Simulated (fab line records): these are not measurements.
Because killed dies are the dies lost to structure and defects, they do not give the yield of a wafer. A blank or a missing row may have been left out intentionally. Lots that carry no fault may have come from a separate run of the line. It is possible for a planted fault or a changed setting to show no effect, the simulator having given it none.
What tool caused it? ; flow rit_cmos ; 14 lots with 42 wafers sampled at 3 steps, on a route of 202 steps

## WHAT THE GAUGES SHOWED, per wafer
RIT_NWELL_TW_MEAS_10.
lot;measured;on;NWELL_TW
L420;day 2 05:59;film_metro-04;2119 2117 2123
L421;day 2 06:16;film_metro-01;2157 2161 2155
L422;day 2 14:14;film_metro-04;2121 2125 2117
L423;day 2 15:36;film_metro-02;2120 2136 2141
L424;day 2 19:35;film_metro-04;2128 2131 2122
L425;day 3 01:16;film_metro-02;2153 2162 2152
L426;day 3 06:08;film_metro-02;2154 2153 2149
L429;day 3 20:21;film_metro-01;2167 2163 2166
L430;day 4 00:43;film_metro-01;2345 2345 2342
L432;day 4 10:41;film_metro-01;2148 2162 2150
L433;day 4 15:34;film_metro-04;2316 2315 2318
L437;day 5 13:58;film_metro-02;2152 2158 2142
L441;day 6 09:28;film_metro-01;2148 2167 2157
L442;day 6 14:29;film_metro-01;2136 2156 2159

RIT_WELLDRIVE_RS_MEAS_01: measurement is done with a four-point probe.
lot;measured;on;NWELL_RS (ohm/sq)
L420;day 2 15:07;film_metro-04;275.6 275.2 274.7
L421;day 2 15:08;film_metro-01;275.6 275.5 275.2
L422;day 2 21:28;film_metro-04;276.9 276.5 276.4
L423;day 2 23:56;film_metro-04;276.6 275.8 274.9
L424;day 3 04:54;film_metro-01;276.3 275.8 276.3
L425;day 3 08:05;film_metro-02;275.5 274.5 274.7
L426;day 3 14:47;film_metro-02;276.5 277.6 277.1
L429;day 4 03:40;film_metro-01;275.1 273.5 273.8
L430;day 4 09:26;film_metro-04;235.5 234.9 235.3
L432;day 4 18:11;film_metro-01;276.4 275.3 275.7
L433;day 4 23:02;film_metro-01;235.6 235.2 235.0
L437;day 5 21:17;film_metro-04;276.1 276.3 275.6
L441;day 6 17:11;film_metro-01;274.7 275.6 274.9
L442;day 6 22:19;film_metro-04;275.5 275.2 274.7

## TOOL THAT RAN EACH LOT (tool first, then ch and the chambers of the sampled wafers, then the start)
lot;RIT_NWELL_IMPLANT_08
L420;implanter-04 ch 0, day 2 05:41
L421;implanter-01 ch 0, day 2 05:59
L422;implanter-02 ch 0, day 2 13:57
L423;implanter-04 ch 0, day 2 15:16
L424;implanter-04 ch 0, day 2 19:07
L425;implanter-02 ch 0, day 3 00:56
L426;implanter-04 ch 0, day 3 05:50
L429;implanter-01 ch 0, day 3 20:02
L430;implanter-01 ch 0, day 4 00:23
L432;implanter-02 ch 0, day 4 10:22
L433;implanter-01 ch 0, day 4 15:16
L437;implanter-04 ch 0, day 5 13:39
L441;implanter-02 ch 0, day 6 09:09
L442;implanter-04 ch 0, day 6 14:13
- RIT_NWELL_IMPLANT_08

## AS READ BY THE TOOLS THEMSELVES (means over the sampled wafers that have a number; for cases with no such wafer, the mark the record gives instead)
RIT_NWELL_IMPLANT_08.
lot;tool;dose_ions_cm2;faraday_current_uA
L420;implanter-04;4.997e+13;159
L421;implanter-01;5.001e+13;158
L422;implanter-02;4.995e+13;156
L423;implanter-04;5.003e+13;158
L424;implanter-04;4.999e+13;157
L425;implanter-02;5.006e+13;158
L426;implanter-04;5.000e+13;161
L429;implanter-01;5.000e+13;158
L430;implanter-01;6.498e+13;206
L432;implanter-02;5.005e+13;160
L433;implanter-01;6.505e+13;206
L437;implanter-04;4.995e+13;157
L441;implanter-02;4.998e+13;160
L442;implanter-04;5.003e+13;160

## THE ANSWER, worked out from the rows above alone
Rule: usual is defined by the lots themselves. Put in order of their means at a reading, lots are off if they are a third of the lots or fewer, leave a main group of 4 or more, and stand apart from it by a gap of 3 or more times the standard deviation of the main group's means; of several such gaps the widest counts. Not used: any main group whose means are identical at the precision the tables above print for the reading. A lot without any number at a reading at which 4 lots or more have one is off too. All remaining lots with rows at the step are treated as sound. First the gauges in route order, then the tools' own readings, where a lot's mean is used as printed above. The first step at which some lot is off is used, and at that step the reading that is off furthest; a lot without a number counts as furthest.
Off: at RIT_NWELL_TW_MEAS_10 (NWELL_TW), L430, L433. The main group has a mean of 2145 with a standard deviation of 15.
If a tool, at a process step before that reading, ran all the lots that are off and no sound lot after the first of them, it fits. The gauges at RIT_NWELL_TW_MEAS_10 aren't tried: what is off there is off at RIT_NWELL_IMPLANT_08 too, on other tools, and a gauge's error can't cause that. One fits: implanter-01 at RIT_NWELL_IMPLANT_08. Its last sound lot is L429 (day 3 20:02), its first lot that is off L430 (day 4 00:23): a fault that began between those two fits.
The tool's own readings at RIT_NWELL_IMPLANT_08 bear it out: on the lots that are off they differ by more than 5 times the standard deviation of the sound lots' means. dose_ions_cm2 reads 6.502e+13 there against 5.000e+13 on the sound lots; faraday_current_uA reads 206 there against 158 on the sound lots.

## WHAT HAD BEEN PUT IN BY THE SIMULATOR
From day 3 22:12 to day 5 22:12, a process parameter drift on implanter-01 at RIT_NWELL_IMPLANT_08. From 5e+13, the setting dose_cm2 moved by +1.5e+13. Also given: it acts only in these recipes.
Struck lots among those shown: L430, L433. Same finding as the rule above.
